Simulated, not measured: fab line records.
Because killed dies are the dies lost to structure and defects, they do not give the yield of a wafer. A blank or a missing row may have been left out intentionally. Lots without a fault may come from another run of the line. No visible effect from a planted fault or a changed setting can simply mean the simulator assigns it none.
fab line records	flow ritCmos
[record] lots = 5	wafers = 23
route steps=202 shown PLDD@116 NSD@139 PSD@143 SDANNEAL@155 SILICIDE@162 CONTACT@173 M1@184
startH: hours from the record's first day to the start of the lot's first wafer shown	waitH: hours elapsed since this lot's preceding step	" as in the row above	L1.1+2: one row covering several wafers at once	- no value, or no start was given	* or withheld: withheld	< > ~ a bound
route shown NAME@n: a module of which the file shows steps, and the number in the route of the first	usual: the fault-free wafers' mean and standard deviation	same: alike in all rows	chamber/n: place in a boat	sites: each site's reading	_std_site: standard deviation across them	_edge_site: inner sites' mean taken away from outer sites' mean	radiusMm: how far each site lies from the wafer's centre	mask NAME#n: copy n	behind: the most recent tool/chamber to have shaped the wafer	hold: the reason the lot was held/the length of the hold in hours/how it ended	device: the n, p or np transistor that did not switch	end of line: tests run on the same wafers once the route is complete	where a step has no rows: the recipe by itself	killed: count of dies lost to structure and defects at first sort (not the wafer's yield)	map: a wafer's dies, x killed, . not, _ none there
set.NAME: the setting that was run; set.NAME@STEP: the one run at that earlier step	model.NAME: the simulator's own value behind a step, which no gauge read
one table per step and one row per wafer, for lots whose settings were changed on purpose
[[steps]]
[step RIT_PLDD_SOFTBAKE_02]
[recipe] resist = NOVOLAK	tempC = 90	timeS = 60
lot.wafer	tool	chamber	startH	waitH	set.tempC
L074.1+4+5	lithoTrack-03	0	44.34	0.1	90
L075.1+5	lithoTrack-03	0	47.94	0.1	91.12
L075.2+3+6	"	0	"	"	90
L077.1+4+5	lithoTrack-03	0	58.05	0.1	90
L077.2+6	"	0	"	"	88.56
L079.1+4+6	lithoTrack-02	0	67.85	0.1	93.04
L079.2+5	"	0	"	"	90
L084.1+2+3+5+6	lithoTrack-01	0	91.76	0.1	90
[step RIT_PLDD_EXPOSE_03]
[recipe] maskId = M8	na = 0.57	targetCdNm = 40900	doseMj = 250
[step RIT_PLDD_PEB_04]
[recipe] resist = NOVOLAK	tempC = withheld	timeS = withheld
[step RIT_PLDD_DEVELOP_05]
[recipe] resist = NOVOLAK	developTimeS = 50	devTempC = 23
lot.wafer	tool	chamber	startH	waitH	set.tempC@PLDD_SOFTBAKE_02	model.NOVOLAK_of_PLDD_COAT_01.thkNm
L074.1	lithoTrack-01	0	-	-	90	998.1
L074.4+5	"	0	"	"	90	998
L075.1	lithoTrack-02	0	-	-	91.12	999.8
L075.2	"	0	"	"	90	1003
L075.3	"	0	"	"	90	1004
L075.5	"	0	"	"	91.12	997.4
L075.6	"	0	"	"	90	1002
L077.1	lithoTrack-03	0	-	-	90	1001
L077.2	"	0	"	"	88.56	1003
L077.4	"	0	"	"	90	999.6
L077.5	"	0	"	"	90	998.1
L077.6	"	0	"	"	88.56	1001
L079.1	lithoTrack-01	0	-	-	93.04	995.7
L079.2	"	0	"	"	90	1003
L079.4	"	0	"	"	93.04	991.4
L079.5	"	0	"	"	90	1000
L079.6	"	0	"	"	93.04	992.8
L084.1	lithoTrack-02	0	-	-	90	999.4
L084.2	"	0	"	"	90	1002
L084.3+5	"	0	"	"	90	1001
L084.6	"	0	"	"	90	999.3
[step RIT_NSD_IMPLANT_08]
[recipe] species = P	energyKev = 25	doseCm2 = 1e+15	tiltDeg = 7
lot.wafer	tool	chamber	startH	waitH	set.doseCm2
L074.1+4+5	implanter-01	0	49.12	0.1	1e+15
L075.1+2+6	implanter-02	0	52.77	0.1	1e+15
L075.3+5	"	0	"	"	9.546e+14
L077.1+2+4+5+6	implanter-04	0	62.70	0.1	1e+15
L079.1+6	implanter-01	0	72.52	0.1	9.777e+14
L079.2+4+5	"	0	"	"	1e+15
L084.1+2+3+5+6	implanter-02	0	96.87	0.1	1e+15
[step RIT_PSD_COAT_01]
[recipe] resist = NOVOLAK	spinRpm = 3250	resistThkNm = 1000
lot.wafer	tool	chamber	startH	waitH	set.spinRpm	model.NOVOLAK_of_PSD_COAT_01.thkNm
L074.1+5	lithoTrack-04	0	49.82	0.1	3250	1002
L074.4	"	0	"	"	3250	1004
L075.1	lithoTrack-03	0	53.31	0.1	3250	1002
L075.2	"	0	"	"	3250	996.1
L075.3	"	0	"	"	3055	1032
L075.5	"	0	"	"	3055	1031
L075.6	"	0	"	"	3055	1030
L077.1	lithoTrack-02	0	63.24	0.1	3250	1001
L077.2+4	"	0	"	"	3076	1027
L077.5	"	0	"	"	3250	998.7
L077.6	"	0	"	"	3250	999.9
L079.1	lithoTrack-03	0	73.05	0.1	3108	1017
L079.2	"	0	"	"	3250	997.1
L079.4	"	0	"	"	3250	999.5
L079.5	"	0	"	"	3108	1022
L079.6	"	0	"	"	3108	1020
L084.1	lithoTrack-03	0	97.40	0.1	3443	974
L084.2	"	0	"	"	3250	1001
L084.3	"	0	"	"	3250	999.3
L084.5	"	0	"	"	3443	972.5
L084.6	"	0	"	"	3250	1002
[step RIT_PSD_SOFTBAKE_02]
[recipe] resist = NOVOLAK	tempC = 90	timeS = 60
[step RIT_PSD_EXPOSE_03]
[recipe] maskId = M10	na = 0.57	targetCdNm = 40900	doseMj = 250
[step RIT_PSD_DEVELOP_05]
[recipe] resist = NOVOLAK	developTimeS = 50	devTempC = 23
[step RIT_PSD_HARDBAKE_07]
[recipe] resist = NOVOLAK	tempC = 140	timeS = 60
lot.wafer	tool	chamber	startH	waitH	set.spinRpm@PSD_COAT_01	model.NOVOLAK_of_PSD_COAT_01.thkNm
L074.1	lithoTrack-02	0	50.63	0.0	3250	885.5
L074.4	"	0	"	"	3250	887.2
L074.5	"	0	"	"	3250	885.6
L075.1	lithoTrack-04	0	54.11	0.0	3250	885.1
L075.2	"	0	"	"	3250	880.4
L075.3	"	0	"	"	3055	911.9
L075.5	"	0	"	"	3055	911.1
L075.6	"	0	"	"	3055	910.5
L077.1	lithoTrack-02	0	63.97	0.0	3250	884.3
L077.2	"	0	"	"	3076	907.2
L077.4	"	0	"	"	3076	907
L077.5	"	0	"	"	3250	882.6
L077.6	"	0	"	"	3250	883.7
L079.1	lithoTrack-02	0	73.92	0.0	3108	898.8
L079.2	"	0	"	"	3250	881.2
L079.4	"	0	"	"	3250	883.4
L079.5	"	0	"	"	3108	902.8
L079.6	"	0	"	"	3108	901.5
L084.1	lithoTrack-03	0	98.14	0.0	3443	861.1
L084.2	"	0	"	"	3250	884.4
L084.3	"	0	"	"	3250	883.2
L084.5	"	0	"	"	3443	859.7
L084.6	"	0	"	"	3250	885.3
[step RIT_PSD_IMPLANT_08]
[recipe] species = BF2	energyKev = 27	doseCm2 = 5e+15	tiltDeg = 7
lot.wafer	tool	chamber	startH	waitH	set.energyKev	model.implant.rpNm	model.implant.drpNm
L074.1+4+5	implanter-04	0	50.78	0.1	27	21.43	12.05
L075.1+2+3+5+6	implanter-03	0	54.26	0.1	27	22.25	12.05
L077.1+2+6	implanter-02	0	64.12	0.1	28.43	22.89	12.49
L077.4+5	"	0	"	"	27	21.96	12.05
L079.1+4+5	implanter-02	0	74.07	0.1	27	21.57	12.05
L079.2+6	"	0	"	"	28.19	22.33	12.42
L084.1+2+3+5+6	implanter-04	0	98.29	0.1	27	21.69	12.05
[step RIT_SDANNEAL_CLEAN_02]
[recipe] chemistry = SC2	mix = 3:3:50	timeS = 600	tempC = 75	dry = n2Spin
lot.wafer	tool	chamber	startH	waitH	set.timeS
L074.1+4+5	wetBench-03	2	51.38	0.0	600
L075.1+2+3+5+6	-	-	-	0.0	600
L077.1+2+4+5+6	-	-	-	0.0	600
L079.1+2+4+5+6	-	-	-	0.0	624.8
L084.1+2+3+5+6	-	-	-	0.0	547.5
[step RIT_SDANNEAL_RTA_03]
[recipe] tempC = 1050	timeS = 5	idleTempC = 600	rampUpCPerS = 342	rampDownCPerS = 171	coolToC = 600	ambient = N2
[step RIT_SDANNEAL_RS_MEAS_04]
[recipe] thkMeasGauge = four-point-probe
[usual] PSD_RS = 115.95/0.28
lot.wafer	tool	chamber	startH	waitH	set.energyKev@PSD_IMPLANT_08	PSD_RS[ohm/sq]
L074.1	filmMetro-02	-	51.61	0.0	27	115.96
L074.4	"	-	"	"	27	116.08
L074.5	"	-	"	"	27	116.17
L075.1	filmMetro-03	-	55.07	0.0	27	115.69
L075.2	"	-	"	"	27	116.10
L075.3	"	-	"	"	27	115.78
L075.5	"	-	"	"	27	116.04
L075.6	"	-	"	"	27	115.92
L077.1	filmMetro-02	-	64.95	0.0	28.43	112.59
L077.2	"	-	"	"	28.43	112.52
L077.4	"	-	"	"	27	115.58
L077.5	"	-	"	"	27	115.69
L077.6	"	-	"	"	28.43	112.67
L079.1	filmMetro-03	-	74.88	0.0	27	116.09
L079.2	"	-	"	"	28.19	113.37
L079.4	"	-	"	"	27	115.55
L079.5	"	-	"	"	27	115.97
L079.6	"	-	"	"	28.19	113.33
L084.1	filmMetro-03	-	99.10	0.0	27	115.92
L084.2	"	-	"	"	27	115.30
L084.3	"	-	"	"	27	115.61
L084.5	"	-	"	"	27	115.64
L084.6	"	-	"	"	27	115.95
[step RIT_SDANNEAL_RS_MEAS_05]
[recipe] thkMeasGauge = four-point-probe
[usual] NSD_RS = 84.51/0.19
lot.wafer	tool	chamber	startH	waitH	set.doseCm2@NSD_IMPLANT_08	NSD_RS[ohm/sq]
L074.1	filmMetro-02	-	51.73	0.1	1e+15	84.43
L074.4	"	-	"	"	1e+15	84.32
L074.5	"	-	"	"	1e+15	84.51
L075.1	filmMetro-03	-	55.19	0.1	1e+15	84.17
L075.2	"	-	"	"	1e+15	84.06
L075.3	"	-	"	"	9.546e+14	87.23
L075.5	"	-	"	"	9.546e+14	87.42
L075.6	"	-	"	"	1e+15	84.12
L077.1	filmMetro-02	-	65.07	0.1	1e+15	84.66
L077.2	"	-	"	"	1e+15	84.57
L077.4	"	-	"	"	1e+15	84.63
L077.5	"	-	"	"	1e+15	84.74
L077.6	"	-	"	"	1e+15	84.34
L079.1	filmMetro-03	-	75.00	0.1	9.777e+14	86.20
L079.2	"	-	"	"	1e+15	84.62
L079.4	"	-	"	"	1e+15	84.63
L079.5	"	-	"	"	1e+15	84.91
L079.6	"	-	"	"	9.777e+14	86.25
L084.1	filmMetro-03	-	99.22	0.1	1e+15	84.57
L084.2	"	-	"	"	1e+15	84.51
L084.3	"	-	"	"	1e+15	84.79
L084.5	"	-	"	"	1e+15	84.46
L084.6	"	-	"	"	1e+15	84.53
[step RIT_SILICIDE_SPUTTER_01]
[recipe] material = Ti	targetThkNm = 30	powerW = 350	chamberPressurePa = 0.667	gas = Ar	timeS = 240	substrateTempC = 25
lot.wafer	tool	chamber	startH	waitH	set.timeS	model.Ti_of_SILICIDE_SPUTTER_01.thkNm
L074.1	pvdSputter-02	-	52.11	0.0	240	29.7
L074.4	"	-	"	"	240	29.48
L074.5	"	-	"	"	240	29.74
L075.1	pvdSputter-04	-	55.56	0.0	240	29.88
L075.2	"	-	"	"	240	30.1
L075.3	"	-	"	"	240	29.64
L075.5	"	-	"	"	216.5	26.97
L075.6	"	-	"	"	216.5	26.53
L077.1	pvdSputter-04	-	65.44	0.0	251.2	31.08
L077.2	"	-	"	"	240	29.7
L077.4	"	-	"	"	240	30.12
L077.5	"	-	"	"	240	29.58
L077.6	"	-	"	"	251.2	31.09
L079.1	pvdSputter-04	-	75.37	0.0	240	29.86
L079.2	"	-	"	"	240	29.64
L079.4	"	-	"	"	240	29.92
L079.5	"	-	"	"	240	29.78
L079.6	"	-	"	"	240	29.84
L084.1	pvdSputter-02	-	99.59	0.0	240	29.43
L084.2	"	-	"	"	240	29.63
L084.3	"	-	"	"	240	29.44
L084.5	"	-	"	"	240	29.82
L084.6	"	-	"	"	240	29.86
[step RIT_SILICIDE_RS_MEAS_02]
[recipe] thkMeasGauge = four-point-probe	reads = Ti_of_SILICIDE_SPUTTER_01
[usual] SILICIDE_TI_RS = 48.2/0.51
lot.wafer	tool	chamber	startH	waitH	set.timeS@SILICIDE_SPUTTER_01	SILICIDE_TI_RS[ohm/sq]
L074.1	filmMetro-02	-	52.26	0.1	240	48.5
L074.4	"	-	"	"	240	49.0
L074.5	"	-	"	"	240	48.3
L075.1	filmMetro-04	-	55.71	0.1	240	48.2
L075.2	"	-	"	"	240	47.8
L075.3	"	-	"	"	240	48.7
L075.5	"	-	"	"	216.5	54.8
L075.6	"	-	"	"	216.5	56.0
L077.1	filmMetro-03	-	65.59	0.1	251.2	45.9
L077.2	"	-	"	"	240	48.5
L077.4	"	-	"	"	240	47.6
L077.5	"	-	"	"	240	48.8
L077.6	"	-	"	"	251.2	45.9
L079.1	filmMetro-02	-	75.52	0.1	240	48.0
L079.2	"	-	"	"	240	48.5
L079.4	"	-	"	"	240	48.1
L079.5	"	-	"	"	240	48.2
L079.6	"	-	"	"	240	48.1
L084.1	filmMetro-02	-	99.74	0.1	240	49.0
L084.2	"	-	"	"	240	48.7
L084.3	"	-	"	"	240	48.9
L084.5	"	-	"	"	240	48.1
L084.6	"	-	"	"	240	48.1
[step RIT_SILICIDE_THK_MEAS_03]
[recipe] thkMeasGauge = xrf	reads = Ti_of_SILICIDE_SPUTTER_01
[usual] SILICIDE_TI_THK = 29.62/0.23
lot.wafer	tool	chamber	startH	waitH	set.timeS@SILICIDE_SPUTTER_01	SILICIDE_TI_THK[nm]
L074.1	filmMetro-02	-	52.38	0.1	240	29.61
L074.4	"	-	"	"	240	29.24
L074.5	"	-	"	"	240	29.50
L075.1	filmMetro-04	-	55.83	0.1	240	29.61
L075.2	"	-	"	"	240	30.00
L075.3	"	-	"	"	240	29.57
L075.5	"	-	"	"	216.5	26.84
L075.6	"	-	"	"	216.5	26.38
L077.1	filmMetro-03	-	65.71	0.1	251.2	30.76
L077.2	"	-	"	"	240	29.23
L077.4	"	-	"	"	240	29.93
L077.5	"	-	"	"	240	29.37
L077.6	"	-	"	"	251.2	30.81
L079.1	filmMetro-02	-	75.64	0.1	240	29.65
L079.2	"	-	"	"	240	29.30
L079.4	"	-	"	"	240	29.58
L079.5	"	-	"	"	240	29.61
L079.6	"	-	"	"	240	29.52
L084.1	filmMetro-02	-	99.86	0.1	240	29.22
L084.2	"	-	"	"	240	29.48
L084.3	"	-	"	"	240	29.31
L084.5	"	-	"	"	240	29.68
L084.6	"	-	"	"	240	29.61
[step RIT_CONTACT_EXPOSE_05]
[recipe] maskId = M11	na = 0.6	sourceShape = conventional	sigmaOuter = 0.5	targetCdNm = 1000	doseMj = 250
lot.wafer	tool	chamber	startH	waitH	mask	set.doseMj
L074.1+4+5	ilineStepper-02	0	53.27	0.2	M11#0	250
L075.1+2+3+5+6	ilineStepper-02	0	56.86	0.2	M11#0	250
L077.1+2+5	ilineStepper-01	0	66.84	0.2	M11#0	268.6
L077.4+6	"	0	"	"	M11#0	250
L079.1+4+6	ilineStepper-01	0	76.43	0.1	M11#0	243.5
L079.2+5	"	0	"	"	M11#0	250
L084.1+2+6	ilineStepper-01	0	100.79	0.1	M11#0	264.2
L084.3+5	"	0	"	"	M11#0	250
[step RIT_CONTACT_PEB_06]
[recipe] resist = NOVOLAK	tempC = withheld	timeS = withheld
[step RIT_CONTACT_DEVELOP_07]
[recipe] resist = NOVOLAK	developTimeS = 120	devTempC = 23
[step RIT_CONTACT_CD_MEAS_08]
[recipe] targetCdNm = 1000
[usual] cdNm = 1001.0/2.1
lot.wafer	tool	chamber	startH	waitH	set.doseMj@CONTACT_EXPOSE_05	cdNm
L074.1	cdSem-01	-	53.79	-	250	1003.8
L074.4	"	-	"	"	250	1001.5
L074.5	"	-	"	"	250	1003.0
L075.1	cdSem-01	-	57.38	-	250	1003.2
L075.2	"	-	"	"	250	1002.6
L075.3	"	-	"	"	250	1004.2
L075.5	"	-	"	"	250	1002.2
L075.6	"	-	"	"	250	1004.8
L077.1	cdSem-01	-	67.36	-	268.6	1021.0
L077.2	"	-	"	"	268.6	1022.4
L077.4	"	-	"	"	250	1001.7
L077.5	"	-	"	"	268.6	1019.6
L077.6	"	-	"	"	250	1001.2
L079.1	cdSem-01	-	76.95	-	243.5	992.4
L079.2	"	-	"	"	250	996.9
L079.4	"	-	"	"	243.5	993.3
L079.5	"	-	"	"	250	999.5
L079.6	"	-	"	"	243.5	992.5
L084.1	cdSem-01	-	101.31	-	264.2	1013.1
L084.2	"	-	"	"	264.2	1011.7
L084.3	"	-	"	"	250	998.9
L084.5	"	-	"	"	250	999.3
L084.6	"	-	"	"	264.2	1015.0
[step RIT_CONTACT_ETCH_11]
[recipe] targetDepthA = 4800	overEtchFrac = 0.2	stopOn = TiSi2	chemistry = CHF3/CF4/Ar	target = SiO2	CHF3_flow_sccm = 50	cf4FlowSccm = 10	Ar_flow_sccm = 100	O2_flow_sccm = 5	pressureMtorr = 100	rfW = 200	timeS = 320
lot.wafer	tool	chamber	startH	waitH	set.overEtchFrac	set.doseMj@CONTACT_EXPOSE_05	model.CONTACT.cdNm
L074.1	rieDiel-04	2	54.13	0.1	0.2	250	1004
L074.4	"	1	"	"	0.2	250	1002
L074.5	"	2	"	"	0.2	250	1003
L075.1+2	rieDiel-02	2,3	57.69	0.1	0.2	250	1003
L075.3+6	"	1,0	"	"	0.2	250	1004
L075.5	"	1	"	"	0.2	250	1002
L077.1	rieDiel-03	3	67.67	0.1	0.2	268.6	1021
L077.2	"	2	"	"	0.2	268.6	1023
L077.4	"	3	"	"	0.2	250	1002
L077.5	"	1	"	"	0.2496	268.6	1020
L077.6	"	2	"	"	0.2496	250	1001
L079.1	rieDiel-02	1	77.26	0.1	0.1684	243.5	991.9
L079.2	"	3	"	"	0.1684	250	997.1
L079.4	"	2	"	"	0.2	243.5	993.3
L079.5	"	3	"	"	0.2	250	999.4
L079.6	"	0	"	"	0.1684	243.5	992.5
L084.1	rieDiel-04	0	101.61	0.1	0.2	264.2	1012
L084.2	"	3	"	"	0.2377	264.2	1011
L084.3	"	2	"	"	0.2	250	999
L084.5	"	0	"	"	0.2	250	998.7
L084.6	"	1	"	"	0.2377	264.2	1015
[step RIT_CONTACT_STRIP_12]
[recipe] chemistry = O2	timeS = 180	resist = NOVOLAK	platenTempC = withheld	powerW = 500	pressureMtorr = 4000	o2FlowSccm = 4000
[step RIT_CONTACT_CD_MEAS_90]
[recipe] targetCdNm = 1000
[usual] cdNm = 1001.0/2.2
lot.wafer	tool	chamber	startH	waitH	set.doseMj@CONTACT_EXPOSE_05	cdNm
L074.1	cdSem-01	-	54.59	0.2	250	1003.8
L074.4	"	-	"	"	250	1002.3
L074.5	"	-	"	"	250	1002.7
L075.1	cdSem-02	-	58.06	0.1	250	1003.6
L075.2	"	-	"	"	250	1002.8
L075.3	"	-	"	"	250	1003.9
L075.5	"	-	"	"	250	1001.9
L075.6	"	-	"	"	250	1004.9
L077.1	cdSem-02	-	68.04	0.1	268.6	1021.5
L077.2	"	-	"	"	268.6	1022.5
L077.4	"	-	"	"	250	1002.0
L077.5	"	-	"	"	268.6	1019.7
L077.6	"	-	"	"	250	1001.5
L079.1	cdSem-02	-	77.71	0.1	243.5	991.9
L079.2	"	-	"	"	250	996.7
L079.4	"	-	"	"	243.5	993.1
L079.5	"	-	"	"	250	999.4
L079.6	"	-	"	"	243.5	992.3
L084.1	cdSem-01	-	101.98	0.1	264.2	1012.7
L084.2	"	-	"	"	264.2	1011.0
L084.3	"	-	"	"	250	999.0
L084.5	"	-	"	"	250	998.6
L084.6	"	-	"	"	264.2	1014.9
[step RIT_M1_SPUTTER_00]
[recipe] material = Al	targetThkNm = 400	powerW = 2000	chamberPressurePa = 0.4	gas = Ar	timeS = 500	substrateTempC = 25
lot.wafer	tool	chamber	startH	waitH	set.timeS	model.Al_of_M1_SPUTTER_00.thkNm
L074.1	pvdSputter-01	-	55.06	0.0	500	391.1
L074.4	"	-	"	"	500	390.7
L074.5	"	-	"	"	500	392.5
L075.1	pvdSputter-03	-	58.53	0.0	500	399.2
L075.2	"	-	"	"	454	365.4
L075.3	"	-	"	"	500	396.8
L075.5	"	-	"	"	454	360.8
L075.6	"	-	"	"	500	393.7
L077.1+6	pvdSputter-03	-	68.51	0.0	478.5	383.5
L077.2	"	-	"	"	500	400.7
L077.4	"	-	"	"	500	400.5
L077.5	"	-	"	"	478.5	382.6
L079.1	pvdSputter-03	-	78.18	0.0	572	459.4
L079.2	"	-	"	"	572	461.6
L079.4	"	-	"	"	500	404.1
L079.5	"	-	"	"	500	405.3
L079.6	"	-	"	"	500	402.6
L084.1	pvdSputter-01	-	102.47	0.0	473	380.7
L084.2	"	-	"	"	473	381.1
L084.3	"	-	"	"	473	377.9
L084.5	"	-	"	"	500	404
L084.6	"	-	"	"	500	401
[step RIT_M1_RS_MEAS_01]
[recipe] thkMeasGauge = four-point-probe	reads = Al_of_M1_SPUTTER_00
[usual] M1_AL_RS = 0.0737/0.00076
lot.wafer	tool	chamber	startH	waitH	set.timeS@M1_SPUTTER_00	M1_AL_RS[ohm/sq]
L074.1	filmMetro-02	-	55.36	0.2	500	0.0752
L074.4	"	-	"	"	500	0.0751
L074.5	"	-	"	"	500	0.0747
L075.1	filmMetro-03	-	58.82	0.1	500	0.0737
L075.2	"	-	"	"	454	0.0806
L075.3	"	-	"	"	500	0.0740
L075.5	"	-	"	"	454	0.0816
L075.6	"	-	"	"	500	0.0746
L077.1	filmMetro-03	-	68.80	0.1	478.5	0.0767
L077.2	"	-	"	"	500	0.0733
L077.4	"	-	"	"	500	0.0735
L077.5	"	-	"	"	478.5	0.0770
L077.6	"	-	"	"	478.5	0.0768
L079.1	filmMetro-03	-	78.47	0.1	572	0.0639
L079.2	"	-	"	"	572	0.0635
L079.4	"	-	"	"	500	0.0727
L079.5	"	-	"	"	500	0.0726
L079.6	"	-	"	"	500	0.0731
L084.1	filmMetro-02	-	102.76	0.1	473	0.0770
L084.2	"	-	"	"	473	0.0769
L084.3	"	-	"	"	473	0.0777
L084.5	"	-	"	"	500	0.0724
L084.6	"	-	"	"	500	0.0731
[step RIT_M1_THK_MEAS_02]
[recipe] thkMeasGauge = xrf	reads = Al_of_M1_SPUTTER_00
[usual] M1_AL_THK = 397/3.9
lot.wafer	tool	chamber	startH	waitH	set.timeS@M1_SPUTTER_00	M1_AL_THK[nm]
L074.1	filmMetro-02	-	55.48	0.1	500	390
L074.4	"	-	"	"	500	389
L074.5	"	-	"	"	500	392
L075.1	filmMetro-03	-	58.94	0.1	500	395
L075.2	"	-	"	"	454	365
L075.3	"	-	"	"	500	395
L075.5	"	-	"	"	454	359
L075.6	"	-	"	"	500	391
L077.1	filmMetro-03	-	68.92	0.1	478.5	382
L077.2	"	-	"	"	500	398
L077.4	"	-	"	"	500	398
L077.5	"	-	"	"	478.5	383
L077.6	"	-	"	"	478.5	382
L079.1	filmMetro-03	-	78.59	0.1	572	458
L079.2	"	-	"	"	572	461
L079.4	"	-	"	"	500	404
L079.5	"	-	"	"	500	405
L079.6	"	-	"	"	500	403
L084.1	filmMetro-02	-	102.88	0.1	473	379
L084.2	"	-	"	"	473	381
L084.3	"	-	"	"	473	375
L084.5	"	-	"	"	500	403
L084.6	"	-	"	"	500	398
[[key]]
[split] step = RIT_PLDD_SOFTBAKE_02	setting = tempC	stated = 90	by = wafer
[response] step = RIT_PLDD_DEVELOP_05	reading = model.NOVOLAK_of_PLDD_COAT_01.thkNm	change = -2.38	per = 1%	r = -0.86
[split] step = RIT_NSD_IMPLANT_08	setting = doseCm2	stated = 1e+15	by = wafer
[response] step = RIT_SDANNEAL_RS_MEAS_05	reading = NSD_RS	change = -0.701	per = 1%	r = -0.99
[split] step = RIT_PSD_COAT_01	setting = spinRpm	stated = 3250	by = wafer
[response] step = RIT_PSD_COAT_01	reading = model.NOVOLAK_of_PSD_COAT_01.thkNm	change = -5	per = 1%	r = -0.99
[response] step = RIT_PSD_HARDBAKE_07	reading = model.NOVOLAK_of_PSD_COAT_01.thkNm	change = -4.37	per = 1%	r = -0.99
[split] step = RIT_PSD_IMPLANT_08	setting = energyKev	stated = 27	by = wafer
[response] step = RIT_PSD_IMPLANT_08	reading = model.implant.rpNm	change = +0.174	per = 1%	r = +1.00
[response] step = RIT_PSD_IMPLANT_08	reading = model.implant.drpNm	change = +0.0842	per = 1%	r = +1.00
[response] step = RIT_SDANNEAL_RS_MEAS_04	reading = PSD_RS	change = -0.573	per = 1%	r = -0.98
[split] step = RIT_SDANNEAL_CLEAN_02	setting = timeS	stated = 600	by = lot
response none clear
[split] step = RIT_SILICIDE_SPUTTER_01	setting = timeS	stated = 240	by = wafer
[response] step = RIT_SILICIDE_SPUTTER_01	reading = model.Ti_of_SILICIDE_SPUTTER_01.thkNm	change = +0.311	per = 1%	r = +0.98
[response] step = RIT_SILICIDE_RS_MEAS_02	reading = SILICIDE_TI_RS	change = -0.69	per = 1%	r = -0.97
[response] step = RIT_SILICIDE_THK_MEAS_03	reading = SILICIDE_TI_THK	change = +0.31	per = 1%	r = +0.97
[split] step = RIT_CONTACT_EXPOSE_05	setting = doseMj	stated = 250	by = wafer
[response] step = RIT_CONTACT_CD_MEAS_08	reading = cdNm	change = +2.54	per = 1%	r = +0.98
[response] step = RIT_CONTACT_ETCH_11	reading = model.CONTACT.cdNm	change = +2.56	per = 1%	r = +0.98
[response] step = RIT_CONTACT_CD_MEAS_90	reading = cdNm	change = +2.54	per = 1%	r = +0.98
[split] step = RIT_CONTACT_ETCH_11	setting = overEtchFrac	stated = 0.2	by = wafer
response none clear
[split] step = RIT_M1_SPUTTER_00	setting = timeS	stated = 500	by = wafer
[response] step = RIT_M1_SPUTTER_00	reading = model.Al_of_M1_SPUTTER_00.thkNm	change = +3.88	per = 1%	r = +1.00
[response] step = RIT_M1_RS_MEAS_01	reading = M1_AL_RS	change = -0.000687	per = 1%	r = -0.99
[response] step = RIT_M1_THK_MEAS_02	reading = M1_AL_THK	change = +3.75	per = 1%	r = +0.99
